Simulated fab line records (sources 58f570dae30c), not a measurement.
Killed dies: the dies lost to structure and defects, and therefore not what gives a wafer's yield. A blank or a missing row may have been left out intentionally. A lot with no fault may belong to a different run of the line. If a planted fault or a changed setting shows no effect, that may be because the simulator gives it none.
What tool caused it?    flow berkeley cmos170    42 wafers from 14 lots sampled at 5 of the route's 331 steps

== WHAT EACH GAUGE READ, for each wafer ==
UCB170_NWELL_OVL_MEAS_12.
lot   measured     on          NWELL_OVL (nm)
L685  day 2 14:39  overlay-02  -1 2 -8
L686  day 2 20:07  overlay-02  6 -4 4
L688  day 3 04:11  overlay-02  5 0 2
L689  day 3 08:14  overlay-01  -6 -6 -3
L690  day 3 18:17  overlay-02  -5 -2 0
L691  day 4 00:35  overlay-02  -5 1 6
L692  day 4 05:06  overlay-02  2 -6 -5
L693  day 4 10:15  overlay-02  2 7 4
L694  day 4 18:28  overlay-02  -14 -6 -10
L699  day 5 10:35  overlay-01  5 6 3
L700  day 5 19:38  overlay-01  1 -6 -1
L703  day 6 14:17  overlay-02  11 7 4
L704  day 6 14:34  overlay-01  -5 -6 5
L706  day 7 09:19  overlay-02  -3 -11 -3

UCB170_SPACER_THK_MEAS_01.
lot   measured      on             SPACER_TEOS_THK (nm)
L685  day 7 02:23   film metro-04  381 380 380
L686  day 7 19:37   film metro-04  377 383 377
L688  day 7 18:11   film metro-04  385 381 379
L689  day 7 18:30   film metro-02  375 374 380
L690  day 8 16:46   film metro-02  381 376 384
L691  day 8 22:14   film metro-02  373 381 385
L692  day 8 22:58   film metro-04  370 381 385
L693  day 8 22:36   film metro-02  371 379 375
L694  day 9 14:26   film metro-04  355 359 363
L699  day 10 07:51  film metro-02  357 355 362
L700  day 10 19:38  film metro-02  380 387 383
L703  day 11 13:11  film metro-01  375 380 379
L704  day 11 13:44  film metro-01  376 390 382
L706  day 12 05:29  film metro-01  378 377 375

UCB170_CONTACT_OVL_MEAS_16.
lot   measured      on          CONTACT_OVL (nm)
L685  day 7 19:37   overlay-02  -3 -10 -7
L686  day 8 17:26   overlay-02  -11 -7 -7
L688  day 8 12:44   overlay-01  -8 8 -4
L689  day 8 12:59   overlay-02  0 4 0
L690  day 9 06:16   overlay-02  1 1 -1
L691  day 9 16:32   overlay-01  -4 -1 -2
L692  day 9 17:47   overlay-01  10 8 5
L693  day 9 16:54   overlay-01  -1 -9 1
L694  day 10 07:06  overlay-01  -2 -3 0
L699  day 10 23:38  overlay-01  -12 -4 -11
L700  day 11 10:47  overlay-01  -5 -1 -2
L703  day 12 07:43  overlay-02  4 -1 -5
L704  day 12 08:47  overlay-01  -10 -8 -15
L706  day 12 22:35  overlay-01  2 -4 3

UCB170_M2_OVL_MEAS_16.
lot   measured      on          M2_OVL (nm)
L685  day 8 05:38   overlay-01  0 2 3
L686  day 9 01:53   overlay-01  -1 9 6
L688  day 9 00:16   overlay-01  -4 1 5
L689  day 9 00:55   overlay-01  9 15 6
L690  day 9 16:47   overlay-02  -15 -7 0
L691  day 10 01:20  overlay-02  6 3 -3
L692  day 10 03:48  overlay-02  1 -3 -4
L693  day 10 03:34  overlay-02  -8 7 -6
L694  day 10 16:58  overlay-01  1 0 -4
L699  day 11 10:10  overlay-01  -6 5 -9
L700  day 11 19:16  overlay-02  13 2 5
L703  day 12 16:38  overlay-02  0 4 1
L704  day 12 18:02  overlay-02  -9 -1 -7
L706  day 13 07:13  overlay-02  8 1 2

== EACH LOT AND THE TOOL THAT RAN IT (in order: tool; ch and the chambers of the sampled wafers; start) ==
lot   UCB170_SPACER_CVD_00
L685  pecvd-03 ch 0,1,2, day 7 02:20
L686  pecvd-02 ch 0,2, day 7 19:35
L688  pecvd-02 ch 0,1,2, day 7 18:09
L689  pecvd-03 ch 0,2, day 7 18:26
L690  pecvd-04 ch 0,1, day 8 16:44
L691  pecvd-02 ch 1,2, day 8 22:12
L692  pecvd-04 ch 0,1,2, day 8 22:55
L693  pecvd-03 ch 1,2, day 8 22:34
L694  pecvd-03 ch 1,2, day 9 14:23
L699  pecvd-03 ch 1,2, day 10 07:49
L700  pecvd-04 ch 0,1,2, day 10 19:35
L703  pecvd-04 ch 0,2, day 11 13:07
L704  pecvd-04 ch 0,1, day 11 13:40
L706  pecvd-02 ch 0,1,2, day 12 05:25
- UCB170_SPACER_CVD_00: deposits SiO2 from TEOS/O2, target thk 376 nm, time 47 s.

== AS READ BY THE TOOLS THEMSELVES (means over the sampled wafers that have a number; for cases with no such wafer, the mark the record gives instead) ==
UCB170_SPACER_CVD_00.
lot   tool      heater power w (W)
L685  pecvd-03  326
L686  pecvd-02  256
L688  pecvd-02  244
L689  pecvd-03  226
L690  pecvd-04  233
L691  pecvd-02  289
L692  pecvd-04  253
L693  pecvd-03  378
L694  pecvd-03  355
L699  pecvd-03  376
L700  pecvd-04  237
L703  pecvd-04  314
L704  pecvd-04  243
L706  pecvd-02  273

== THE ANSWER, worked out from the rows above alone ==
Rule: usual is defined by the lots themselves. Put in order of their means at a reading, lots are off if they are a third of the lots or fewer, leave a main group of 4 or more, and stand apart from it by a gap of 3 or more times the standard deviation of the main group's means; of several such gaps the widest counts. A main group is skipped when, at the precision printed for the reading in the tables above, its means are all equal. Also off: a lot with no number at a reading for which 4 or more lots have one. Where the step has rows for the other lots, those lots are counted as sound. The gauges are gone through in route order, then the tools' own readings, and for those a lot's mean is taken as printed above. At the first step where some lot is off, the reading lying furthest off is the one used; lots without a number count as furthest.
Off: L694, L699, at UCB170_SPACER_THK_MEAS_01 (SPACER_TEOS_THK). For the main group the mean is 379 nm and the standard deviation 2.4.
If a tool, at a process step before that reading, ran all the lots that are off and no sound lot after the first of them, it fits. Those tools and the gauges at UCB170_SPACER_THK_MEAS_01 are tried in the same way. One candidate fits, namely pecvd-03 at UCB170_SPACER_CVD_00. A fault onset in the window from L693 (day 8 22:34, its last sound lot) to L694 (day 9 14:23, its first lot off) fits.

== WHAT THE SIMULATOR HAD INSERTED ==
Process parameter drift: pecvd-03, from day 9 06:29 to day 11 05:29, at UCB170_SPACER_CVD_00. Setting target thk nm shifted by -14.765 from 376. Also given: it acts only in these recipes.
Struck lots among those shown: L694, L699. The rule above found the same.
